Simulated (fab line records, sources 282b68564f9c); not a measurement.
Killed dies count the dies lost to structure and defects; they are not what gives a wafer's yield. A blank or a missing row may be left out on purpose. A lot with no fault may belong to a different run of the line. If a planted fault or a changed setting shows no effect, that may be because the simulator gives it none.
Comparing a struck lot with a sound one    flow rit_cmos    18 steps out of a route of 202
Sound: wafers L424.1, L424.3, L424.6. The struck wafers were L419.2, L419.3, L419.4. The cause is named last.
Per side, at each step with rows, come the tool, then ch with its chambers, and then its first start. Under that, the readings that differ: sound wafers    struck wafers    difference of the means    sigmas: that difference in standard deviations of wafers without a fault.
alike: readings with means less than 2 such deviations apart, plus words and numbers identical on both sides. not compared: withheld readings, readings lacking a value on some wafer, bounds such as >300 that could conceal the same value, and numbers that have no deviation in the record and whose values overlap.
Wherever a step has rows on one side only, a row that says differs or no value, or a row with sigmas, the two part there. Numbers that don't overlap but have no deviation are shown without sigmas and don't part them. A reading that every wafer of one side lacks parts them only if that side has two wafers or more.

first, 5 steps without rows for these wafers: RIT_NLDD_COAT_01 (resist thk 1000 nm); RIT_NLDD_SOFTBAKE_02 (time 60 s); RIT_NLDD_EXPOSE_03 (exposes mask M7, target cd 40700 nm); RIT_NLDD_PEB_04; RIT_NLDD_DEVELOP_05 (develop time 50 s).
RIT_NLDD_OVL_MEAS_06:
  sound: overlay-02 at day 6 09:06; struck: overlay-02 at day 5 08:31
  alike: NLDD_OVL
then, 2 steps without rows for these wafers: RIT_NLDD_HARDBAKE_07 (time 60 s); RIT_NLDD_IMPLANT_08.
RIT_NLDD_STRIP_09: strips in O2, time 180 s.
  sound on plasma_asher-04 ch 0,1, day 6 09:26; struck on plasma_asher-03 ch 0,1, day 5 08:50
  alike: drypump_motor_current_A
  not compared: rf_hours_counter_h
RIT_NLDD_TW_MEAS_10:
  sound: film_metro-03 at day 6 09:37; struck: film_metro-03 at day 5 09:01
  alike: NLDD_TW
then, 2 steps without rows for these wafers: RIT_PLDD_HMDS_00 (prime time 60 s); RIT_PLDD_COAT_01 (resist thk 1000 nm).
RIT_PLDD_SOFTBAKE_02: time 60 s.
  sound on litho_track-01 ch 0, day 6 09:58; struck on litho_track-03 ch 0, day 5 09:24
reading                   sound              struck             difference  sigmas
heater_power_total_W (W)  34.56 34.55 34.56  33.40 33.45 33.39  -1.14       -24
plate_temp_C (C)          90.05 90.12 90.03  88.01 88.10 88.07  -2.01       -20
then, 2 steps without rows for these wafers: RIT_PLDD_EXPOSE_03 (exposes mask M8, target cd 40900 nm); RIT_PLDD_PEB_04.
RIT_PLDD_DEVELOP_05: develop time 50 s.
  sound on litho_track-01 ch 0; struck on litho_track-04 ch 0
  not compared: model.NOVOLAK_of_PLDD_COAT_01.thk_nm
RIT_PLDD_OVL_MEAS_06:
  sound: overlay-01 at day 6 10:43; struck: overlay-01 at day 5 10:03
  alike: PLDD_OVL
RIT_M1_PROBE_99:
  sound: prober-01 at day 7 01:59; struck: prober-02 at day 6 01:13
  alike: killed_at_contacts, killed_at_front_end, killed_dies, killed_open, killed_short

== WHERE THEY PART ==
Only at RIT_PLDD_SOFTBAKE_02, within this record. Later steps at which nothing parts them and some readings are alike: RIT_PLDD_OVL_MEAS_06, RIT_M1_PROBE_99.

WHY: what the simulator had put in
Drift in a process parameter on litho_track-03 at RIT_PLDD_SOFTBAKE_02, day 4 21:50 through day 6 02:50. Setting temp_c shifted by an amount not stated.
